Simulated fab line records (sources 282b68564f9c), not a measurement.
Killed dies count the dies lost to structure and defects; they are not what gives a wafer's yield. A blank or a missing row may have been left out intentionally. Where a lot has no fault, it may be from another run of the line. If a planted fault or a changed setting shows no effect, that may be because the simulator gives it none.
Comparing a struck lot with a sound one	flow ritCmos	15 out of 202 route steps
Sound: these wafers, L766.3, L766.4, L766.5. Wafers L781.2, L781.3, L781.6 were the ones struck. The cause is given at the end.
For every step that has rows: the tool of each side, followed by ch and its chambers, followed by its first start. Under that, the readings that differ: sound wafers	struck wafers	difference of the means	sigmas: that difference in standard deviations of wafers without a fault.
alike: words and numbers the same on both sides, and readings whose means are apart by under 2 such deviations; not compared: readings that were withheld, readings missing a value for some wafer, numbers with overlapping values and no deviation given by the record, and bounds like >300 which may hide the same value.
Wherever a step has rows on one side only, a row that says differs or no value, or a row with sigmas, the two part there. Numbers that have no deviation but don't overlap get no sigmas and don't part them. A reading that every wafer of one side lacks parts them only if that side has two wafers or more.

first, 2 steps without rows for these wafers: RIT_NWELL_HARDBAKE_07 (time 120 s); RIT_NWELL_IMPLANT_08.
RIT_NWELL_STRIP_09: strips in O2, time 180 s.
  sound on plasmaAsher-02 ch 0,1, day 1 22:14; struck on plasmaAsher-04 ch 0,1, day 5 02:13
  alike: drypumpMotorCurrentA, rfReflPowerW
  not compared: rfHoursCounterH
RIT_NWELL_TW_MEAS_10:
  sound: filmMetro-03 at day 1 22:23; struck: filmMetro-01 at day 5 02:23
  alike: NWELL_TW
then, 6 steps without rows for these wafers: RIT_PWELL_HMDS_00 (prime time 60 s); RIT_PWELL_COAT_01 (resist thk 1300 nm); RIT_PWELL_SOFTBAKE_02 (time 60 s); RIT_PWELL_EXPOSE_03 (exposes mask M3, target cd 43700 nm); RIT_PWELL_PEB_04; RIT_PWELL_DEVELOP_05 (develop time 68 s).
RIT_PWELL_OVL_MEAS_06:
  sound: overlay-02 at day 1 23:19; struck: overlay-01 at day 5 03:27
  alike: PWELL_OVL
then, 1 step without rows for these wafers: RIT_PWELL_HARDBAKE_07 (time 120 s).
RIT_PWELL_IMPLANT_08:
  sound on implanter-01 ch 0, day 1 23:38; struck on implanter-04 ch 0, day 5 03:46
reading	sound	struck	difference	sigmas
beamEnergyKeV	170.02 169.99 169.98	176.64 176.56 176.70	+6.64	+99 or more
model.implant.drpNm (nm)	102.9 102.9 102.9	103.9 103.9 103.9	+1.0	
RIT_PWELL_STRIP_09: strips in O2, time 180 s.
  sound on plasmaAsher-04 ch 0,1, day 1 23:47; struck on plasmaAsher-04 ch 0, day 5 03:53
  alike: drypumpMotorCurrentA, rfReflPowerW
  not compared: rfHoursCounterH
following that, these wafers have no rows for 1 step: RIT_M1_PROBE_99.

== WHERE THEY PART ==
RIT_PWELL_IMPLANT_08 only, going by this record. Later steps at which nothing parts them and some readings are alike: RIT_PWELL_STRIP_09.

WHY: what had been put in by the simulator
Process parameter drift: implanter-04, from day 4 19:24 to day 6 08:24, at RIT_PWELL_IMPLANT_08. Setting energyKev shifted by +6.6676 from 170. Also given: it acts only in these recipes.
